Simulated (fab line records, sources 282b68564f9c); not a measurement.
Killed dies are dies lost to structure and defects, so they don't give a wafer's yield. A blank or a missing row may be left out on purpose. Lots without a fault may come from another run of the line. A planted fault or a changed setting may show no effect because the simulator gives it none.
fab line records | flow rit_cmos
record lots=5 wafers=15 last_day=7
route steps=202 shown PWELL@40 WELLDRIVE@50 NWELL@51 NRETRO@53 PRETRO@64 GATE@75 FOX2@80
lots that met no fault: from a run of the same line without faults
start_h: hours from the record's first day to the start of the lot's first wafer shown | wait_h: hours since the lot's step before | " the same as in the row above | L1.1+2: a row that stands for several wafers | - no value, or no start given | * or withheld: withheld | < > ~ a bound
route shown NAME@n: a module of which the file shows steps, and the number in the route of the first | usual: mean/standard deviation of fault-free wafers | same: alike in all rows | chamber/n: place in a boat | sites: the reading at each site | _std_site: their standard deviation | _edge_site: outer sites' mean less inner sites' | radius_mm: how far each site lies from the wafer's centre | mask NAME#n: copy n | behind: the tool/chamber that last shaped the wafer | hold: why the lot was held/for how many hours/how that ended | device: the transistor (n, p or np) that didn't switch | end of line: the same wafers' tests at the end of the route | a step without rows: its recipe alone | killed: dies lost to structure and defects at the first sort, not the wafer's yield | map: a wafer's dies, x killed, . not, _ none there
set.NAME: the setting as run; set.NAME@STEP: as run at that earlier step | model.NAME: the simulator's own value behind a step, which no gauge read
lots at some steps of the route; a table a step, a row a wafer
services: from which hour (start_h, from the record's first day; less than 0 if before it) a tool's chamber was out of use, for how many hours, and why
## steps
# step RIT_PWELL_COAT_01
# recipe resist=NOVOLAK spin_rpm=2000 resist_thk_nm=1300
# columns lot.wafer tool chamber start_h wait_h
L078.3+4+6 litho_track-04 0 46.92 0.1
L079.1+3+5 litho_track-03 0 49.33 0.1
L080.1+2+6 litho_track-04 0 53.58 0.1
L090.1+3+5 litho_track-03 0 107.87 0.1
L097.3+4+6 litho_track-02 0 141.11 0.1
# step RIT_PWELL_SOFTBAKE_02
# recipe resist=NOVOLAK temp_c=90 time_s=60
# columns lot.wafer tool chamber start_h wait_h
L078.3+4+6 litho_track-04 0 47.07 0.1
L079.1+3+5 litho_track-03 0 49.48 0.1
L080.1+2+6 litho_track-04 0 53.73 0.1
L090.1+3+5 litho_track-03 0 108.02 0.1
L097.3+4+6 litho_track-02 0 141.26 0.1
# step RIT_PWELL_EXPOSE_03
# recipe mask_id=M3 na=0.57 target_cd_nm=43700 dose_mj=250
# columns lot.wafer tool chamber start_h wait_h mask
L078.3+4+6 iline_stepper-01 0 47.21 0.1 M3#0
L079.1+3+5 iline_stepper-02 0 49.76 0.2 M3#0
L080.1+2+6 iline_stepper-02 0 53.88 0.1 M3#0
L090.1+3+5 iline_stepper-02 0 108.29 0.2 M3#0
L097.3+4+6 iline_stepper-02 0 141.40 0.1 M3#0
# step RIT_PWELL_PEB_04
# recipe resist=NOVOLAK temp_c=withheld time_s=withheld
# columns lot.wafer tool chamber start_h wait_h
L078.3+4+6 litho_track-02 0 47.34 0.1
L079.1+3+5 litho_track-02 0 49.87 0.1
L080.1+2+6 litho_track-02 0 54.00 0.1
L090.1+3+5 litho_track-03 0 108.41 0.1
L097.3+4+6 litho_track-02 0 141.53 0.1
# step RIT_PWELL_DEVELOP_05
# recipe resist=NOVOLAK develop_time_s=68 dev_temp_c=23
# usual developer_temp_C=23.00/0.11
# columns lot.wafer tool chamber start_h wait_h developer_temp_C
L078.3 litho_track-02 0 - - 22.97
L078.4 " 0 " " 22.98
L078.6 " 0 " " 23.06
L079.1 litho_track-02 0 - - 23.18
L079.3 " 0 " " 23.14
L079.5 " 0 " " 23.14
L080.1 litho_track-02 0 - - 23.10
L080.2 " 0 " " 23.02
L080.6 " 0 " " 22.94
L090.1 litho_track-03 0 - - 22.97
L090.3 " 0 " " 23.12
L090.5 " 0 " " 23.09
L097.3 litho_track-02 0 - - 23.10
L097.4 " 0 " " 23.12
L097.6 " 0 " " 23.07
# step RIT_PWELL_OVL_MEAS_06
# usual PWELL_OVL=0.8/1.3
# columns lot.wafer tool chamber start_h wait_h PWELL_OVL[nm]
L078.3 overlay-02 - 47.62 - 0.3
L078.4 " - " " -0.5
L078.6 " - " " -0.4
L079.1 overlay-02 - 50.19 - 2.3
L079.3 " - " " 2.7
L079.5 " - " " 1.7
L080.1 overlay-02 - 54.31 - -0.7
L080.2 " - " " 0.0
L080.6 " - " " 1.0
L090.1 overlay-01 - 108.72 - 0.4
L090.3 " - " " 0.8
L090.5 " - " " 0.6
L097.3 overlay-02 - 141.81 - -0.3
L097.4 " - " " 2.8
L097.6 " - " " 2.4
# step RIT_PWELL_HARDBAKE_07
# recipe resist=NOVOLAK temp_c=140 time_s=120
# columns lot.wafer tool chamber start_h wait_h
L078.3+4+6 litho_track-04 0 47.72 0.1
L079.1+3+5 litho_track-02 0 50.22 0.0
L080.1+2+6 litho_track-02 0 54.35 0.0
L090.1+3+5 litho_track-04 0 108.76 0.0
L097.3+4+6 litho_track-02 0 141.91 0.1
# step RIT_PWELL_IMPLANT_08
# recipe species=B energy_kev=167 dose_cm2=7e+13 tilt_deg=7
# columns lot.wafer tool chamber start_h wait_h
L078.3+4+6 implanter-01 0 47.94 0.2
L079.1+3+5 implanter-01 0 50.47 0.2
L080.1+2+6 implanter-03 0 54.60 0.2
L090.1+3+5 implanter-01 0 109.01 0.2
L097.3+4+6 implanter-04 0 142.13 0.2
# step RIT_PWELL_STRIP_09
# recipe chemistry=O2 time_s=180 resist=NOVOLAK platen_temp_c=withheld power_w=500 pressure_mtorr=4000 o2_flow_sccm=4000
# usual drypump_motor_current_A=5.3/0.31
# columns lot.wafer tool chamber start_h wait_h drypump_motor_current_A rf_hours_counter_h
L078.3 plasma_asher-02 0 48.10 0.1 5.3 -
L078.4 " 1 " " 5.3 -
L078.6 " 1 " " 5.3 -
L079.1 plasma_asher-01 0 50.62 0.1 5.0 39
L079.3 " 0 " " 5.0 -
L079.5 " 0 " " 5.0 -
L080.1 plasma_asher-01 0 54.75 0.1 5.0 39
L080.2 " 1 " " 4.9 39
L080.6 " 1 " " 4.9 -
L090.1 plasma_asher-03 1 109.16 0.1 5.7 29
L090.3 " 1 " " 5.7 -
L090.5 " 1 " " 5.7 -
L097.3 plasma_asher-03 0 142.29 0.1 5.9 -
L097.4 " 1 " " 5.7 -
L097.6 " 0 " " 5.9 -
# step RIT_PWELL_TW_MEAS_10
# usual PWELL_TW=949/7.4
# columns lot.wafer tool chamber start_h wait_h PWELL_TW
L078.3 film_metro-01 - 48.24 0.1 937
L078.4 " - " " 939
L078.6 " - " " 946
L079.1 film_metro-01 - 50.80 0.1 943
L079.3 " - " " 941
L079.5 " - " " 949
L080.1 film_metro-02 - 54.92 0.1 960
L080.2 " - " " 963
L080.6 " - " " 961
L090.1 film_metro-01 - 109.33 0.1 937
L090.3 " - " " 933
L090.5 " - " " 941
L097.3 film_metro-04 - 142.42 0.1 947
L097.4 " - " " 953
L097.6 " - " " 949
# step RIT_WELLDRIVE_ANNEAL_00
# recipe temp_c=1100 time_s=14700 ambient=N2
# columns lot.wafer tool chamber start_h wait_h
L078.3+4+6 furnace-04 0 48.65 0.4
L079.1+3+5 furnace-03 0 52.19 1.4
L080.1+2+6 furnace-01 0 55.30 0.4
L090.1+3+5 furnace-01 0 112.16 2.8
L097.3+4+6 furnace-03 0 143.91 1.5
# step RIT_WELLDRIVE_RS_MEAS_01
# recipe thk_meas_gauge=four-point-probe
# usual NWELL_RS=275.7/0.8
# columns lot.wafer tool chamber start_h wait_h NWELL_RS[ohm/sq]
L078.3 film_metro-04 - 53.78 0.0 274.7
L078.4 " - " " 275.5
L078.6 " - " " 275.2
L079.1 film_metro-04 - 57.27 0.0 273.7
L079.3 " - " " 273.2
L079.5 " - " " 273.8
L080.1 film_metro-02 - 60.39 0.0 276.3
L080.2 " - " " 276.4
L080.6 " - " " 276.1
L090.1 film_metro-01 - 117.24 0.0 276.2
L090.3 " - " " 276.4
L090.5 " - " " 276.4
L097.3 film_metro-02 - 149.04 0.0 275.9
L097.4 " - " " 276.2
L097.6 " - " " 275.8
# step RIT_WELLDRIVE_RS_MEAS_02
# recipe thk_meas_gauge=four-point-probe
# usual PWELL_RS=430.9/1.3
# columns lot.wafer tool chamber start_h wait_h PWELL_RS[ohm/sq]
L078.3 film_metro-04 - 53.90 0.1 432.1
L078.4 " - " " 432.1
L078.6 " - " " 431.5
L079.1 film_metro-04 - 57.39 0.1 429.2
L079.3 " - " " 431.2
L079.5 " - " " 428.9
L080.1 film_metro-02 - 60.51 0.1 429.1
L080.2 " - " " 428.6
L080.6 " - " " 429.7
L090.1 film_metro-01 - 117.36 0.1 429.7
L090.3 " - " " 430.5
L090.5 " - " " 428.5
L097.3 film_metro-02 - 149.16 0.1 431.3
L097.4 " - " " 432.0
L097.6 " - " " 431.1
# step RIT_NRETRO_HMDS_00
# recipe prime_time_s=60 prime_temp_c=140
# columns lot.wafer tool chamber start_h wait_h
L078.3+4+6 litho_track-01 0 54.03 0.1
L079.1+3+5 litho_track-03 0 57.51 0.1
L080.1+2+6 litho_track-03 0 60.63 0.1
L090.1+3+5 litho_track-01 0 117.48 0.1
L097.3+4+6 litho_track-02 0 149.29 0.1
# step RIT_NRETRO_COAT_01
# recipe resist=NOVOLAK spin_rpm=2000 resist_thk_nm=1300
# columns lot.wafer tool chamber start_h wait_h
L078.3+4+6 litho_track-01 0 54.18 0.1
L079.1+3+5 litho_track-03 0 57.66 0.1
L080.1+2+6 litho_track-03 0 60.78 0.1
L090.1+3+5 litho_track-01 0 117.63 0.1
L097.3+4+6 litho_track-02 0 149.44 0.1
# step RIT_NRETRO_SOFTBAKE_02
# recipe resist=NOVOLAK temp_c=90 time_s=60
# columns lot.wafer tool chamber start_h wait_h
L078.3+4+6 litho_track-01 0 54.33 0.1
L079.1+3+5 litho_track-03 0 57.81 0.1
L080.1+2+6 litho_track-03 0 60.93 0.1
L090.1+3+5 litho_track-01 0 117.78 0.1
L097.3+4+6 litho_track-02 0 149.59 0.1
# step RIT_NRETRO_EXPOSE_03
# recipe mask_id=M4 na=0.57 target_cd_nm=43900 dose_mj=250
# columns lot.wafer tool chamber start_h wait_h mask
L078.3+4+6 iline_stepper-02 0 54.46 0.1 M4#0
L079.1+3+5 iline_stepper-02 0 57.96 0.1 M4#0
L080.1+2+6 iline_stepper-01 0 61.20 0.2 M4#0
L090.1+3+5 iline_stepper-01 0 118.06 0.2 M4#0
L097.3+4+6 iline_stepper-02 0 149.73 0.1 M4#0
# step RIT_NRETRO_PEB_04
# recipe resist=NOVOLAK temp_c=withheld time_s=withheld
# columns lot.wafer tool chamber start_h wait_h
L078.3+4+6 litho_track-03 0 54.59 0.1
L079.1+3+5 litho_track-02 0 58.28 0.3
L080.1+2+6 litho_track-02 0 61.32 0.1
L090.1+3+5 litho_track-02 0 118.20 0.1
L097.3+4+6 litho_track-02 0 149.85 0.1
# step RIT_NRETRO_DEVELOP_05
# recipe resist=NOVOLAK develop_time_s=68 dev_temp_c=23
# usual developer_temp_C=23.03/0.1
# columns lot.wafer tool chamber start_h wait_h developer_temp_C
L078.3 litho_track-03 0 - - 23.04
L078.4 " 0 " " 22.99
L078.6 " 0 " " 22.94
L079.1 litho_track-02 0 - - 23.07
L079.3 " 0 " " 22.84
L079.5 " 0 " " 23.13
L080.1 litho_track-02 0 - - 23.07
L080.2 " 0 " " 23.02
L080.6 " 0 " " 23.07
L090.1 litho_track-02 0 - - 23.09
L090.3 " 0 " " 22.96
L090.5 " 0 " " 22.97
L097.3 litho_track-02 0 - - 22.97
L097.4 " 0 " " 23.02
L097.6 " 0 " " 23.20
# step RIT_NRETRO_OVL_MEAS_06
# usual NRETRO_OVL=1.6/1.4
# columns lot.wafer tool chamber start_h wait_h NRETRO_OVL[nm]
L078.3 overlay-02 - 54.87 - 1.9
L078.4 " - " " 2.3
L078.6 " - " " 2.8
L079.1 overlay-01 - 58.59 - 1.3
L079.3 " - " " 1.9
L079.5 " - " " 2.9
L080.1 overlay-02 - 61.63 - -0.2
L080.2 " - " " 0.4
L080.6 " - " " -0.5
L090.1 overlay-02 - 118.52 - 2.1
L090.3 " - " " 2.7
L090.5 " - " " 3.1
L097.3 overlay-02 - 150.13 - 1.9
L097.4 " - " " 2.5
L097.6 " - " " 1.4
# step RIT_NRETRO_HARDBAKE_07
# recipe resist=NOVOLAK temp_c=140 time_s=120
# columns lot.wafer tool chamber start_h wait_h
L078.3+4+6 litho_track-03 0 54.98 0.1
L079.1+3+5 litho_track-03 0 58.63 0.0
L080.1+2+6 litho_track-01 0 61.74 0.1
L090.1+3+5 litho_track-02 0 118.55 0.0
L097.3+4+6 litho_track-02 0 150.24 0.1
# step RIT_NRETRO_IMPLANT_08
# recipe species=P energy_kev=70 dose_cm2=9.82e+12 tilt_deg=7
# columns lot.wafer tool chamber start_h wait_h
L078.3+4+6 implanter-04 0 55.19 0.2
L079.1+3+5 implanter-04 0 58.88 0.2
L080.1+2+6 implanter-04 0 61.99 0.2
L090.1+3+5 implanter-02 0 118.80 0.2
L097.3+4+6 implanter-04 0 150.45 0.2
# step RIT_NRETRO_STRIP_09
# recipe chemistry=O2 time_s=180 resist=NOVOLAK platen_temp_c=withheld power_w=500 pressure_mtorr=4000 o2_flow_sccm=4000
# usual drypump_motor_current_A=5.57/0.26
# columns lot.wafer tool chamber start_h wait_h drypump_motor_current_A rf_hours_counter_h
L078.3 plasma_asher-04 0 55.35 0.1 5.94 -
L078.4 " 1 " " 5.28 -
L078.6 " 1 " " 5.27 -
L079.1 plasma_asher-04 0 59.03 0.1 5.96 40
L079.3 " 0 " " 5.92 -
L079.5 " 0 " " 5.94 -
L080.1 plasma_asher-02 0 62.14 0.1 5.31 45
L080.2 " 1 " " 5.34 45
L080.6 " 1 " " 5.34 -
L090.1 plasma_asher-03 0 118.95 0.1 5.86 30
L090.3 " 0 " " 5.89 -
L090.5 " 0 " " 5.91 -
L097.3 plasma_asher-03 1 150.61 0.1 5.67 -
L097.4 " 0 " " 5.86 -
L097.6 " 0 " " 5.84 -
# step RIT_NRETRO_TW_MEAS_10
# usual NRETRO_TW=1048/6.7
# columns lot.wafer tool chamber start_h wait_h NRETRO_TW
L078.3 film_metro-04 - 55.49 0.1 1036
L078.4 " - " " 1035
L078.6 " - " " 1039
L079.1 film_metro-02 - 59.20 0.1 1050
L079.3 " - " " 1055
L079.5 " - " " 1053
L080.1 film_metro-04 - 62.31 0.1 1037
L080.2 " - " " 1037
L080.6 " - " " 1039
L090.1 film_metro-02 - 119.13 0.1 1051
L090.3 " - " " 1044
L090.5 " - " " 1049
L097.3 film_metro-02 - 150.75 0.1 1054
L097.4 " - " " 1054
L097.6 " - " " 1055
# step RIT_PRETRO_HMDS_00
# recipe prime_time_s=60 prime_temp_c=140
# columns lot.wafer tool chamber start_h wait_h
L078.3+4+6 litho_track-01 0 55.58 0.1
L079.1+3+5 litho_track-01 0 59.26 0.1
L080.1+2+6 litho_track-01 0 62.37 0.1
L090.1+3+5 litho_track-04 0 119.19 0.1
L097.3+4+6 litho_track-04 0 150.84 0.1
# step RIT_PRETRO_COAT_01
# recipe resist=NOVOLAK spin_rpm=2000 resist_thk_nm=1300
# columns lot.wafer tool chamber start_h wait_h
L078.3+4+6 litho_track-01 0 55.73 0.1
L079.1+3+5 litho_track-01 0 59.41 0.1
L080.1+2+6 litho_track-01 0 62.52 0.1
L090.1+3+5 litho_track-04 0 119.34 0.1
L097.3+4+6 litho_track-04 0 150.99 0.1
# step RIT_PRETRO_SOFTBAKE_02
# recipe resist=NOVOLAK temp_c=90 time_s=60
# columns lot.wafer tool chamber start_h wait_h
L078.3+4+6 litho_track-01 0 55.88 0.1
L079.1+3+5 litho_track-01 0 59.56 0.1
L080.1+2+6 litho_track-01 0 62.67 0.1
L090.1+3+5 litho_track-04 0 119.49 0.1
L097.3+4+6 litho_track-04 0 151.14 0.1
# step RIT_PRETRO_EXPOSE_03
# recipe mask_id=M5 na=0.57 target_cd_nm=43700 dose_mj=250
# columns lot.wafer tool chamber start_h wait_h mask
L078.3+4+6 iline_stepper-02 0 56.14 0.2 M5#0
L079.1+3+5 iline_stepper-02 0 59.71 0.1 M5#0
L080.1+2+6 iline_stepper-02 0 62.82 0.1 M5#0
L090.1+3+5 iline_stepper-02 0 119.76 0.2 M5#0
L097.3+4+6 iline_stepper-01 0 151.40 0.2 M5#0
# step RIT_PRETRO_PEB_04
# recipe resist=NOVOLAK temp_c=withheld time_s=withheld
# columns lot.wafer tool chamber start_h wait_h
L078.3+4+6 litho_track-04 0 56.27 0.1
L079.1+3+5 litho_track-04 0 59.83 0.1
L080.1+2+6 litho_track-02 0 62.94 0.1
L090.1+3+5 litho_track-01 0 119.88 0.1
L097.3+4+6 litho_track-01 0 151.53 0.1
# step RIT_PRETRO_DEVELOP_05
# recipe resist=NOVOLAK develop_time_s=65.41 dev_temp_c=23
# usual developer_temp_C=23.02/0.11
# columns lot.wafer tool chamber start_h wait_h developer_temp_C
L078.3 litho_track-04 0 - - 23.02
L078.4 " 0 " " 22.74
L078.6 " 0 " " 22.93
L079.1 litho_track-04 0 - - 22.99
L079.3 " 0 " " 22.97
L079.5 " 0 " " 23.07
L080.1 litho_track-02 0 - - 22.90
L080.2 " 0 " " 22.97
L080.6 " 0 " " 22.96
L090.1 litho_track-01 0 - - 22.90
L090.3 " 0 " " 22.95
L090.5 " 0 " " 23.10
L097.3 litho_track-01 0 - - 22.80
L097.4 " 0 " " 22.91
L097.6 " 0 " " 22.97
# step RIT_PRETRO_OVL_MEAS_06
# usual PRETRO_OVL=0.4/1.4
# columns lot.wafer tool chamber start_h wait_h PRETRO_OVL[nm]
L078.3 overlay-02 - 56.54 - -0.7
L078.4 " - " " 0.5
L078.6 " - " " 0.7
L079.1 overlay-02 - 60.14 - -1.1
L079.3 " - " " 1.0
L079.5 " - " " -1.1
L080.1 overlay-01 - 63.25 - -0.2
L080.2 " - " " -2.1
L080.6 " - " " 0.1
L090.1 overlay-02 - 120.19 - 0.6
L090.3 " - " " 0.7
L090.5 " - " " -0.8
L097.3 overlay-02 - 151.81 - 0.9
L097.4 " - " " 0.5
L097.6 " - " " 1.9
# step RIT_PRETRO_HARDBAKE_07
# recipe resist=NOVOLAK temp_c=140 time_s=120
# columns lot.wafer tool chamber start_h wait_h
L078.3+4+6 litho_track-04 0 56.65 0.1
L079.1+3+5 litho_track-02 0 60.18 0.0
L080.1+2+6 litho_track-02 0 63.29 0.0
L090.1+3+5 litho_track-02 0 120.23 0.0
L097.3+4+6 litho_track-02 0 151.91 0.1
# step RIT_PRETRO_IMPLANT_08
# recipe species=B energy_kev=45 dose_cm2=1.2e+13 tilt_deg=7
# columns lot.wafer tool chamber start_h wait_h
L078.3+4+6 implanter-03 0 56.87 0.2
L079.1+3+5 implanter-03 0 60.43 0.2
L080.1+2+6 implanter-01 0 63.54 0.2
L090.1+3+5 implanter-02 0 120.48 0.2
L097.3+4+6 implanter-02 0 152.13 0.2
# step RIT_PRETRO_STRIP_09
# recipe chemistry=O2 time_s=180 resist=NOVOLAK platen_temp_c=withheld power_w=500 pressure_mtorr=4000 o2_flow_sccm=4000
# usual drypump_motor_current_A=5.4/0.42
# columns lot.wafer tool chamber start_h wait_h drypump_motor_current_A rf_hours_counter_h
L078.3 plasma_asher-04 0 57.03 0.1 6.0 -
L078.4 " 1 " " 5.3 -
L078.6 " 1 " " 5.3 -
L079.1 plasma_asher-03 0 60.58 0.1 5.9 25
L079.3 " 1 " " 5.7 -
L079.5 " 1 " " 5.7 -
L080.1 plasma_asher-04 1 63.69 0.1 5.3 41
L080.2 " 0 " " 5.9 41
L080.6 " 0 " " 5.9 -
L090.1 plasma_asher-01 0 120.63 0.1 5.1 46
L090.3 " 0 " " 5.1 -
L090.5 " 0 " " 5.0 -
L097.3 plasma_asher-03 0 152.29 0.1 5.9 -
L097.4 " 1 " " 5.7 -
L097.6 " 1 " " 5.7 -
# step RIT_PRETRO_TW_MEAS_10
# usual PRETRO_TW=476/4.2
# columns lot.wafer tool chamber start_h wait_h PRETRO_TW
L078.3 film_metro-01 - 57.16 0.1 470
L078.4 " - " " 471
L078.6 " - " " 471
L079.1 film_metro-01 - 60.75 0.1 469
L079.3 " - " " 468
L079.5 " - " " 472
L080.1 film_metro-02 - 63.87 0.1 476
L080.2 " - " " 477
L080.6 " - " " 480
L090.1 film_metro-02 - 120.80 0.1 477
L090.3 " - " " 475
L090.5 " - " " 476
L097.3 film_metro-01 - 152.43 0.1 472
L097.4 " - " " 471
L097.6 " - " " 473
# step RIT_GATE_WET_ETCH_00
# recipe chemistry=BOE target=SiO2 target_depth_nm=56 time_s=60 dry=n2_spin dilution=10:1 temp_c=21.5
# usual temp_c=21.48/0.11
# columns lot.wafer tool chamber start_h wait_h temp_c
L078.3 wet_bench-04 3 57.20 0.0 21.43
L078.4 " 3 " " 21.41
L078.6 " 3 " " 21.51
L079.1 wet_bench-03 3 60.81 0.1 21.56
L079.3 " 3 " " 21.59
L079.5 " 3 " " 21.52
L080.1 wet_bench-04 2 63.93 0.1 21.36
L080.2 " 2 " " 21.30
L080.6 " 2 " " 21.27
L090.1 wet_bench-04 1 120.86 0.1 21.37
L090.3 " 1 " " 21.59
L090.5 " 1 " " 21.36
L097.3 wet_bench-03 0 152.47 0.0 21.60
L097.4 " 0 " " 21.42
L097.6 " 0 " " 21.51
# step RIT_GATE_CLEAN_01
# recipe chemistry=SC1 mix=3:3:50 time_s=600 temp_c=75
# usual temp_c=75.00/0.11
# columns lot.wafer tool chamber start_h wait_h temp_c
L078.3 wet_bench-03 0 57.23 0.0 74.79
L078.4 " 0 " " 74.95
L078.6 " 0 " " 75.01
L079.1 wet_bench-03 0 60.84 0.0 74.90
L079.3 " 0 " " 74.94
L079.5 " 0 " " 74.83
L080.1 wet_bench-02 0 63.95 0.0 75.02
L080.2 " 0 " " 75.01
L080.6 " 0 " " 75.03
L090.1 wet_bench-02 0 120.89 0.0 75.00
L090.3 " 0 " " 75.11
L090.5 " 0 " " 74.95
L097.3 wet_bench-04 0 152.49 0.0 75.19
L097.4 " 0 " " 74.96
L097.6 " 0 " " 75.14
# step RIT_GATE_CLEAN_02
# recipe chemistry=dHF dilution=50:1 time_s=30
# columns lot.wafer tool chamber start_h wait_h
L078.3+4+6 wet_bench-02 1 57.46 0.0
L079.1+3+5 wet_bench-02 3 61.03 0.0
L080.1+2+6 wet_bench-03 1 64.13 0.0
L090.1+3+5 wet_bench-04 2 121.08 0.0
L097.3+4+6 wet_bench-02 0 152.68 0.0
# step RIT_GATE_CLEAN_03
# recipe chemistry=SC2 mix=3:3:50 time_s=600 temp_c=75 dry=n2_spin
# usual temp_c=74.96/0.12
# columns lot.wafer tool chamber start_h wait_h temp_c
L078.3 wet_bench-04 1 57.47 0.0 75.18
L078.4 " 1 " " 75.00
L078.6 " 1 " " 74.95
L079.1 wet_bench-03 3 61.05 0.0 74.97
L079.3 " 3 " " 75.04
L079.5 " 3 " " 74.97
L080.1 wet_bench-04 3 64.14 0.0 74.96
L080.2 " 3 " " 74.94
L080.6 " 3 " " 74.93
L090.1 wet_bench-03 0 121.10 0.0 74.97
L090.3 " 0 " " 74.84
L090.5 " 0 " " 74.98
L097.3 wet_bench-03 3 152.71 0.0 75.03
L097.4 " 3 " " 75.02
L097.6 " 3 " " 74.99
# step RIT_GATE_CLEAN_04
# recipe chemistry=dHF dilution=50:1 time_s=60 dry=n2_spin
# columns lot.wafer tool chamber start_h wait_h
L078.3+4+6 wet_bench-03 2 57.65 0.0
L079.1+3+5 wet_bench-04 3 61.24 0.0
L080.1+2+6 wet_bench-02 2 64.32 0.0
L090.1+3+5 wet_bench-02 1 121.29 0.0
L097.3+4+6 wet_bench-04 0 152.89 0.0
# step RIT_FOX2_THK_MEAS_91
# recipe reads=SiO2_of_FOX2_OXIDATION_00
# usual FIELD_OXIDE_LEFT_2_THK=255/7.8
# columns lot.wafer tool chamber start_h wait_h FIELD_OXIDE_LEFT_2_THK[nm]
L078.3 film_metro-01 - 57.70 0.0 245
L078.4 " - " " 243
L078.6 " - " " 244
L079.1 film_metro-01 - 61.26 0.0 262
L079.3 " - " " 262
L079.5 " - " " 265
L080.1 film_metro-03 - 64.34 0.0 255
L080.2 " - " " 251
L080.6 " - " " 258
L090.1 film_metro-03 - 121.32 0.0 248
L090.3 " - " " 249
L090.5 " - " " 244
L097.3 film_metro-03 - 152.94 0.0 260
L097.4 " - " " 264
L097.6 " - " " 255
# step RIT_GATE_OXIDATION_05
# recipe temp_c=900 ambient=O2 target_thk_a=30 ox_time_s=270
# columns lot.wafer tool chamber start_h wait_h
L078.3+4+6 furnace-04 0 58.06 0.3
L079.1+3+5 furnace-03 0 62.28 1.0
L080.1+2+6 furnace-01 0 64.40 0.1
L090.1+3+5 furnace-04 0 123.20 1.9
L097.3+4+6 furnace-04 0 153.71 0.8
# step RIT_GATE_ANNEAL_06
# recipe temp_c=900 time_s=600 ambient=N2O
# columns lot.wafer tool chamber start_h wait_h
L078.3+4+6 furnace-04 0 59.13 0.0
L079.1+3+5 furnace-01 0 63.86 0.5
L080.1+2+6 furnace-03 0 67.28 1.8
L090.1+3+5 furnace-01 0 124.61 0.3
L097.3+4+6 furnace-04 0 154.78 0.0
# step RIT_GATE_THK_MEAS_07
# recipe reads=SiO2_of_GATE_OXIDATION_05
# usual GATE_OXIDE_THK=3.05/0.067
# columns lot.wafer tool chamber start_h wait_h GATE_OXIDE_THK[nm]
L078.3 film_metro-01 - 59.40 0.0 3.01
L078.4 " - " " 3.06
L078.6 " - " " 3.05
L079.1 film_metro-04 - 64.11 0.0 3.13
L079.3 " - " " 3.20
L079.5 " - " " 3.10
L080.1 film_metro-01 - 67.53 0.0 3.07
L080.2 " - " " 3.12
L080.6 " - " " 3.10
L090.1 film_metro-03 - 124.86 0.0 2.98
L090.3 " - " " 2.92
L090.5 " - " " 2.88
L097.3 film_metro-01 - 155.05 0.0 2.95
L097.4 " - " " 3.04
L097.6 " - " " 3.00
# step RIT_GATE_CVD_08
# recipe material=poly-Si target_thk_nm=250 temp_c=610 precursor=SiH4 time_s=2220 pressure_mtorr=300 sih4_flow_sccm=100
# columns lot.wafer tool chamber start_h wait_h
L078.3+4+6 lpcvd-02 1 61.11 1.7
L079.1+3+5 lpcvd-02 0 64.17 0.1
L080.1+2+6 lpcvd-02 0 67.59 0.1
L090.1+3+5 lpcvd-01 0 124.92 0.1
L097.3+4+6 lpcvd-01 0 155.09 0.0
# step RIT_GATE_THK_MEAS_09
# recipe reads=poly-Si_of_GATE_CVD_08
# usual GATE_POLY_THK=250.4/2.2
# columns lot.wafer tool chamber start_h wait_h GATE_POLY_THK[nm]
L078.3 film_metro-01 - 62.75 0.0 251.9
L078.4 " - " " 249.5
L078.6 " - " " 247.8
L079.1 film_metro-01 - 65.79 0.0 253.1
L079.3 " - " " 253.4
L079.5 " - " " 251.7
L080.1 film_metro-01 - 69.21 0.0 247.9
L080.2 " - " " 247.3
L080.6 " - " " 244.7
L090.1 film_metro-01 - 126.53 0.0 246.9
L090.3 " - " " 249.9
L090.5 " - " " 248.9
L097.3 film_metro-01 - 156.73 0.0 253.8
L097.4 " - " " 253.5
L097.6 " - " " 253.1
# step RIT_GATE_HMDS_10
# recipe prime_time_s=60 prime_temp_c=140
# columns lot.wafer tool chamber start_h wait_h
L078.3+4+6 litho_track-03 0 62.84 0.1
L079.1+3+5 litho_track-04 0 65.85 0.1
L080.1+2+6 litho_track-04 0 69.27 0.1
L090.1+3+5 litho_track-04 0 126.59 0.1
L097.3+4+6 litho_track-03 0 156.82 0.1
# step RIT_GATE_COAT_11
# recipe resist=NOVOLAK spin_rpm=4207 resist_thk_nm=850
# columns lot.wafer tool chamber start_h wait_h
L078.3+4+6 litho_track-03 0 62.99 0.1
L079.1+3+5 litho_track-04 0 66.00 0.1
L080.1+2+6 litho_track-04 0 69.42 0.1
L090.1+3+5 litho_track-04 0 126.74 0.1
L097.3+4+6 litho_track-03 0 156.97 0.1
# step RIT_GATE_SOFTBAKE_12
# recipe resist=NOVOLAK temp_c=90 time_s=60
# columns lot.wafer tool chamber start_h wait_h
L078.3+4+6 litho_track-03 0 63.14 0.1
L079.1+3+5 litho_track-04 0 66.15 0.1
L080.1+2+6 litho_track-04 0 69.57 0.1
L090.1+3+5 litho_track-04 0 126.89 0.1
L097.3+4+6 litho_track-03 0 157.12 0.1
# step RIT_GATE_EXPOSE_13
# recipe mask_id=M6 na=0.6 source_shape=conventional sigma_outer=0.6 target_cd_nm=150 dose_mj=380
# same sigma_outer=0.6
# columns lot.wafer tool chamber start_h wait_h mask
L078.3+4+6 iline_stepper-01 0 63.28 0.1 M6#0
L079.1+3+5 iline_stepper-02 0 66.42 0.2 M6#0
L080.1+2+6 iline_stepper-01 0 69.85 0.2 M6#0
L090.1+3+5 iline_stepper-01 0 127.04 0.1 M6#0
L097.3+4+6 iline_stepper-01 0 157.38 0.2 M6#0
# step RIT_GATE_PEB_14
# recipe resist=NOVOLAK temp_c=withheld time_s=withheld
# columns lot.wafer tool chamber start_h wait_h
L078.3+4+6 litho_track-04 0 63.42 0.1
L079.1+3+5 litho_track-03 0 66.82 0.4
L080.1+2+6 litho_track-01 0 69.96 0.1
L090.1+3+5 litho_track-04 0 127.16 0.1
L097.3+4+6 litho_track-04 0 157.59 0.2
## services
# columns tool chamber start_h hours kind
furnace-01 - 23.43 3.4 pm
plasma_asher-04 - 43.51 3.7 repair
implanter-03 - 50.85 3.1 repair
plasma_asher-04 - 51.11 3.1 repair
iline_stepper-01 - 51.70 3.5 repair
implanter-03 - 51.98 1.2 repair
implanter-01 - 66.67 3.3 pm
implanter-03 - 67.06 5.6 pm
plasma_asher-03 - 69.14 3.4 repair
implanter-04 - 69.98 3.8 pm
plasma_asher-04 - 77.09 1.1 repair
iline_stepper-01 - 77.96 0.8 repair
implanter-01 - 92.11 1.5 repair
implanter-01 - 98.33 10.6 repair
iline_stepper-02 - 99.40 1.7 pm
implanter-03 - 106.03 3.0 repair
plasma_asher-04 - 108.75 9.0 pm
plasma_asher-03 - 121.61 15.6 pm
implanter-01 - 124.51 4.6 pm
furnace-04 - 126.82 4.3 pm
implanter-03 - 128.25 2.3 repair
plasma_asher-04 - 131.12 4.3 pm
plasma_asher-03 - 146.76 0.7 repair
implanter-04 - 154.48 1.6 repair
## key
fault none
